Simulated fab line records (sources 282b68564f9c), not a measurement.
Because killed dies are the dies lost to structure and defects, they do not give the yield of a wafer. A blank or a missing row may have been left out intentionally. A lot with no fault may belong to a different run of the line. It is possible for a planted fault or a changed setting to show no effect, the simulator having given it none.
fab line records	flow ritCmos
[record] lots = 6	wafers = 18	lastDay = 8
route steps=202 shown NRETRO@56 PRETRO@64
lots untouched by any fault: they come from a run of this same line in which no faults occurred
startH: hours from the record's first day to the start of the lot's first wafer shown	waitH: how many hours have passed since the lot's step before this one	" identical to the entry in the row above	L1.1+2: one row covering several wafers at once	- either no value or no given start	* or withheld: withheld	< > ~ a bound
route shown NAME@n: NAME is a module with steps in the file, n the number in the route of the first one	usual: mean/standard deviation of fault-free wafers	same: alike in all rows	chamber/n: place in a boat	sites: readings site by site	_std_site: how widely they spread, as a standard deviation	_edge_site: the outer-site mean with the inner-site mean subtracted	radiusMm: for every site, how far away it sits from the centre of the wafer	mask NAME#n: copy n	behind: the most recent tool/chamber to have shaped the wafer	hold: what put the lot on hold/how long, in hours/how the hold closed	device: which transistor (n, p or np) failed to switch	end of line: tests run on the same wafers once the route is complete	for a step that has no rows: nothing shown but its recipe	killed: at the first sort, the dies lost to defects and structure; wafer yield is something else	map: the dies of a wafer, with x for killed, . for not killed, _ for no die there
set.NAME: the run value of the setting; set.NAME@STEP: its run value at that earlier step	model.NAME: the simulator's own value behind a step, which no gauge read
a table for each step, a row for each wafer; lots at some steps of the route
services: a tool's chamber out of use, with start hour (startH, from the record's first day; less than 0 if before it), hours out, and reason
[[steps]]
[step RIT_NRETRO_EXPOSE_03]
[recipe] maskId = M4	na = 0.57	targetCdNm = 43900	doseMj = 250
[step RIT_NRETRO_PEB_04]
[recipe] resist = NOVOLAK	tempC = withheld	timeS = withheld
[step RIT_NRETRO_DEVELOP_05]
[recipe] resist = NOVOLAK	developTimeS = 68	devTempC = 23
[step RIT_NRETRO_OVL_MEAS_06]
[usual] NRETRO_OVL = 0.6/1.4
lot.wafer	tool	chamber	startH	waitH	NRETRO_OVL[nm]
L920.1	overlay-02	-	40.96	-	1.2
L920.3	"	-	"	"	1.3
L920.6	"	-	"	"	2.1
L929.1	overlay-02	-	85.88	-	1.2
L929.3	"	-	"	"	2.2
L929.5	"	-	"	"	0.6
L930.1	overlay-01	-	94.11	-	-1.1
L930.2	"	-	"	"	1.5
L930.6	"	-	"	"	2.2
L937.1	overlay-02	-	134.81	-	-1.7
L937.2	"	-	"	"	-1.6
L937.3	"	-	"	"	-0.1
L938.2	overlay-01	-	140.98	-	-0.2
L938.3	"	-	"	"	-0.1
L938.5	"	-	"	"	0.9
L939.1	overlay-02	-	145.93	-	-0.7
L939.2	"	-	"	"	-1.9
L939.5	"	-	"	"	-1.0
[step RIT_NRETRO_HARDBAKE_07]
[recipe] resist = NOVOLAK	tempC = 140	timeS = 120
[step RIT_NRETRO_IMPLANT_08]
[recipe] species = P	energyKev = 70	doseCm2 = 1e+13	tiltDeg = 7
[step RIT_NRETRO_STRIP_09]
[recipe] chemistry = O2	timeS = 180	resist = NOVOLAK	platenTempC = withheld	powerW = 500	pressureMtorr = 4000	o2FlowSccm = 4000
[usual] chamberPressureMTorr = 4001/3.4	drypumpMotorCurrentA = 5.7/0.54	o2FlowSccm = 4001/13	rfReflPowerW = 7.8/0.89
lot.wafer	tool	chamber	startH	waitH	chamberPressureMTorr	drypumpMotorCurrentA	o2FlowSccm	rfHoursCounterH	rfReflPowerW
L920.1	plasmaAsher-02	0	41.40	0.1	4000	5.8	4012	38	6.5
L920.3	"	0	"	"	4004	5.8	4023	-	6.6
L920.6	"	1	"	"	4003	5.6	4025	-	9.3
L929.1	plasmaAsher-03	1	86.31	0.1	3995	5.9	3989	32	7.8
L929.3	"	1	"	"	3998	5.9	3994	-	7.6
L929.5	"	0	"	"	4006	6.4	4007	-	8.0
L930.1	plasmaAsher-01	0	94.55	0.1	4003	4.8	4015	42	7.6
L930.2	"	1	"	"	3995	6.0	4022	42	7.4
L930.6	"	0	"	"	3999	4.8	4013	-	7.6
L937.1	plasmaAsher-01	0	135.27	0.1	4001	4.7	3993	46	7.5
L937.2	"	1	"	"	4001	6.0	4005	46	7.2
L937.3	"	0	"	"	3998	4.8	3988	-	7.6
L938.2	plasmaAsher-01	1	141.41	0.1	3998	6.0	4001	47	7.2
L938.3	"	0	"	"	4001	4.8	4005	-	8.0
L938.5	"	0	"	"	4006	4.8	3998	-	8.1
L939.1	plasmaAsher-03	0	146.36	0.1	4000	6.4	4022	38	7.6
L939.2	"	1	"	"	4006	6.0	3967	38	8.1
L939.5	"	0	"	"	3997	6.4	4021	-	7.6
[step RIT_NRETRO_TW_MEAS_10]
[usual] NRETRO_TW = 1054/8.1
lot.wafer	tool	chamber	startH	waitH	NRETRO_TW
L920.1	filmMetro-04	-	41.57	0.1	1053
L920.3	"	-	"	"	1049
L920.6	"	-	"	"	1051
L929.1	filmMetro-03	-	86.49	0.1	1066
L929.3	"	-	"	"	1073
L929.5	"	-	"	"	1077
L930.1	filmMetro-04	-	94.72	0.1	1047
L930.2	"	-	"	"	1047
L930.6	"	-	"	"	1053
L937.1	filmMetro-04	-	135.44	0.1	1047
L937.2	"	-	"	"	1048
L937.3	"	-	"	"	1046
L938.2	filmMetro-02	-	141.59	0.1	1050
L938.3	"	-	"	"	1053
L938.5	"	-	"	"	1051
L939.1	filmMetro-02	-	146.54	0.1	1056
L939.2	"	-	"	"	1054
L939.5	"	-	"	"	1049
[step RIT_PRETRO_HMDS_00]
[recipe] primeTimeS = 60	primeTempC = 140
[step RIT_PRETRO_COAT_01]
[recipe] resist = NOVOLAK	spinRpm = 2000	resistThkNm = 1300
[step RIT_PRETRO_SOFTBAKE_02]
[recipe] resist = NOVOLAK	tempC = 90	timeS = 60
[step RIT_PRETRO_EXPOSE_03]
[recipe] maskId = M5	na = 0.57	targetCdNm = 43700	doseMj = 250
[step RIT_PRETRO_PEB_04]
[recipe] resist = NOVOLAK	tempC = withheld	timeS = withheld
[usual] chillPlateTempC = *	exhaustPa = 45.1/0.83	resistLineTempC = *
lot.wafer	tool	chamber	startH	waitH	chillPlateTempC	exhaustPa	resistLineTempC
L920.1	lithoTrack-03	0	42.20	0.1	*	45.4	*
L920.3	"	0	"	"	*	45.7	*
L920.6	"	0	"	"	*	45.4	*
L929.1	lithoTrack-04	-	87.24	0.1	-	-	-
L929.3	"	-	"	"	-	-	-
L929.5	"	-	"	"	-	-	-
L930.1	lithoTrack-01	-	95.54	0.1	-	-	-
L930.2	"	-	"	"	-	-	-
L930.6	"	-	"	"	-	-	-
L937.1	lithoTrack-01	0	136.19	0.1	*	45.2	*
L937.2	"	0	"	"	*	44.5	*
L937.3	"	0	"	"	*	44.1	*
L938.2	lithoTrack-03	0	142.23	0.1	*	45.7	*
L938.3	"	0	"	"	*	45.7	*
L938.5	"	0	"	"	*	45.1	*
L939.1	lithoTrack-01	0	147.29	0.1	*	44.6	*
L939.2	"	0	"	"	*	45.5	*
L939.5	"	0	"	"	*	45.4	*
[step RIT_PRETRO_DEVELOP_05]
[recipe] resist = NOVOLAK	developTimeS = 68	devTempC = 23
[[services]]
tool	chamber	startH	hours	kind
plasmaAsher-02	-	30.61	0.4	repair
plasmaAsher-02	-	83.87	14.6	pm
plasmaAsher-01	-	103.33	0.4	repair
[[key]]
[firstSign] step = RIT_PRETRO_PEB_04	reading = toolRecord	direction = missing
effect none on later readings
metAt RIT_PRETRO_PEB_04
struckWafers L929.1,L929.3,L929.5,L930.1,L930.2,L930.6
sortLeftOut L929.1,L929.3,L929.5,L930.1,L930.2,L930.6
testerLeftOut L929,L930
[fault] kind = skippedStepWhole	tool = lithoTrack-01,lithoTrack-04	chamber = -	onsetH = 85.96	steps = RIT_PRETRO_PEB_04	scope = struckLotsOnly
// testerLeftOut: of these lots the tester's yield and bins aren't shown, on N5 and GAA mostly nor the transistor test; their killed dies are dies lost to structure and defects alone, not to doping, threshold or leakage, so they don't give the yield
// sortLeftOut: the simulated sort isn't trusted on such a fault, so these wafers' sort isn't shown, and their yield isn't known
